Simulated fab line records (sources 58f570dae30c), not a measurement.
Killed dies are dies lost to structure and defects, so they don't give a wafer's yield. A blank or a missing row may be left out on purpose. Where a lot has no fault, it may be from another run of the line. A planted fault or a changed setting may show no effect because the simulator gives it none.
Which tool did it?    flow berkeleyCmos170    Sampling: 14 lots, 42 wafers, 3 of 331 route steps

== WHAT THE GAUGES READ, wafer by wafer ==
UCB170_V1_CD_MEAS_12: target cd 700 nm. Usual: 700.2 nm for cdNm, sd 1.6.
lot   measured      on        cdNm (nm)          flag
L753  day 7 16:26   cdSem-02  703.2 701.4 701.2  
L752  day 7 16:43   cdSem-02  700.4 699.3 699.4  
L755  day 7 21:19   cdSem-02  699.7 700.2 698.8  
L754  day 7 21:35   cdSem-02  701.9 702.0 702.4  
L758  day 8 21:08   cdSem-01  729.2 729.6 730.5  OFF
L759  day 9 14:20   cdSem-01  732.0 730.8 732.2  OFF
L764  day 10 06:05  cdSem-02  699.5 699.3 699.8  
L768  day 11 00:09  cdSem-01  701.0 700.0 701.5  
L767  day 10 23:51  cdSem-02  700.9 700.3 702.0  
L770  day 11 16:23  cdSem-02  698.1 699.1 698.1  
L771  day 11 22:07  cdSem-02  697.9 698.4 698.6  
L772  day 11 22:53  cdSem-02  701.1 699.3 699.4  
L774  day 12 02:44  cdSem-01  701.8 702.2 701.2  
L775  day 12 22:41  cdSem-02  701.8 700.4 700.3  

== WHAT TOOL EACH LOT RAN ON (gives the tool, then ch and the chambers of the sampled wafers, and finally the start) ==
lot   UCB170_M1_ETCH_11                  UCB170_V1_PEB_10
L753  rieDiel-01 ch 0,1,3, day 7 07:10   lithoTrack-02 ch 0, day 7 16:10
L752  rieDiel-01 ch 1,2,3, day 7 07:24   lithoTrack-04 ch 0, day 7 16:26
L755  rieDiel-01 ch 0,2,3, day 7 15:43   lithoTrack-04 ch 0, day 7 21:02
L754  rieDiel-04 ch 0,1, day 7 16:16     lithoTrack-03 ch 0, day 7 21:20
L758  rieDiel-02 ch 1,3, day 8 14:11     lithoTrack-02 ch 0, day 8 20:52
L759  rieDiel-02 ch 0,2,3, day 9 06:56   lithoTrack-02 ch 0, day 9 14:04
L764  rieDiel-02 ch 2,3, day 9 20:49     lithoTrack-04 ch 0, day 10 05:49
L768  rieDiel-01 ch 0,2,3, day 10 14:29  lithoTrack-04 ch 0, day 10 23:53
L767  rieDiel-02 ch 0,1,2, day 10 15:19  lithoTrack-03 ch 0, day 10 23:35
L770  rieDiel-02 ch 1,2,3, day 11 07:29  lithoTrack-04 ch 0, day 11 16:07
L771  rieDiel-01 ch 1,2,3, day 11 15:44  lithoTrack-02 ch 0, day 11 21:51
L772  rieDiel-04 ch 1,2,3, day 11 17:16  lithoTrack-02 ch 0, day 11 22:37
L774  rieDiel-04 ch 1,2,3, day 11 20:17  lithoTrack-02 ch 0, day 12 02:28
L775  rieDiel-01 ch 1,2, day 12 12:15    lithoTrack-02 ch 0, day 12 22:25
- UCB170_M1_ETCH_11: etches BARC in N2/H2.
- UCB170_V1_PEB_10

== AS READ BY THE TOOLS THEMSELVES (means over the sampled wafers that have a number; for cases with no such wafer, the mark the record gives instead) ==
UCB170_M1_ETCH_11. Usual: drypumpMotorCurrentA 5.7 A, standard deviation 0.54; oesProductAu 0.998 a.u., standard deviation 0.02; throttleValvePct 13.16 %, standard deviation 0.13.
lot   tool        drypumpMotorCurrentA (A)  oesProductAu (a.u.)  throttleValvePct (%)  flag
L753  rieDiel-01  6.2                       1.001                13.08                 
L752  rieDiel-01  5.9                       1.014                13.15                 
L755  rieDiel-01  6.0                       1.018                13.19                 
L754  rieDiel-04  5.7                       0.987                13.32                 
L758  rieDiel-02  5.9                       1.003                13.12                 
L759  rieDiel-02  5.4                       0.982                13.10                 
L764  rieDiel-02  5.9                       0.975                13.08                 
L768  rieDiel-01  5.9                       1.016                13.19                 
L767  rieDiel-02  5.0                       0.997                13.12                 
L770  rieDiel-02  5.5                       0.988                13.09                 
L771  rieDiel-01  5.9                       1.017                13.14                 
L772  rieDiel-04  5.9                       0.993                13.31                 
L774  rieDiel-04  5.9                       0.983                13.31                 
L775  rieDiel-01  5.7                       1.022                13.20                 

UCB170_V1_PEB_10. Usual: heaterPowerTotalW 56.79 W, standard deviation 0.039; plateTempC 130.02 C, standard deviation 0.12.
lot   tool           heaterPowerTotalW (W)  plateTempC (C)  flag
L753  lithoTrack-02  56.83                  129.96          
L752  lithoTrack-04  56.79                  130.02          
L755  lithoTrack-04  56.80                  130.06          
L754  lithoTrack-03  56.82                  129.99          
L758  lithoTrack-02  60.08                  135.68          OFF
L759  lithoTrack-02  60.08                  135.71          OFF
L764  lithoTrack-04  56.81                  130.04          
L768  lithoTrack-04  56.76                  130.09          
L767  lithoTrack-03  56.79                  129.97          
L770  lithoTrack-04  56.82                  129.86          
L771  lithoTrack-02  56.74                  129.83          
L772  lithoTrack-02  56.80                  130.06          
L774  lithoTrack-02  56.83                  130.18          
L775  lithoTrack-02  56.78                  130.01          

== THE ANSWER, worked out from the rows above alone ==
Rule: take the mean of a lot's wafers that have a number; if it is more than 3 standard deviations from the usual mean, the lot is off. Also off: a lot with no number at a reading for which 4 or more lots have one. All remaining lots with rows at the step are treated as sound. The gauges are gone through in route order, then the tools' own readings, and for those a lot's mean is taken as printed above. The first step at which some lot is off is used, and at that step the reading that is off furthest; a lot without a number counts as furthest.
Off: L758, L759, at UCB170_V1_CD_MEAS_12 (cdNm).
If a tool, at a process step before that reading, ran all the lots that are off and no sound lot after the first of them, it fits. The gauges at UCB170_V1_CD_MEAS_12 aren't tried: what is off there is off at UCB170_V1_PEB_10 too, on other tools, and a gauge's error can't cause that. Not one of the candidates tried fits.

== WHAT THE SIMULATOR HAD PUT IN ==
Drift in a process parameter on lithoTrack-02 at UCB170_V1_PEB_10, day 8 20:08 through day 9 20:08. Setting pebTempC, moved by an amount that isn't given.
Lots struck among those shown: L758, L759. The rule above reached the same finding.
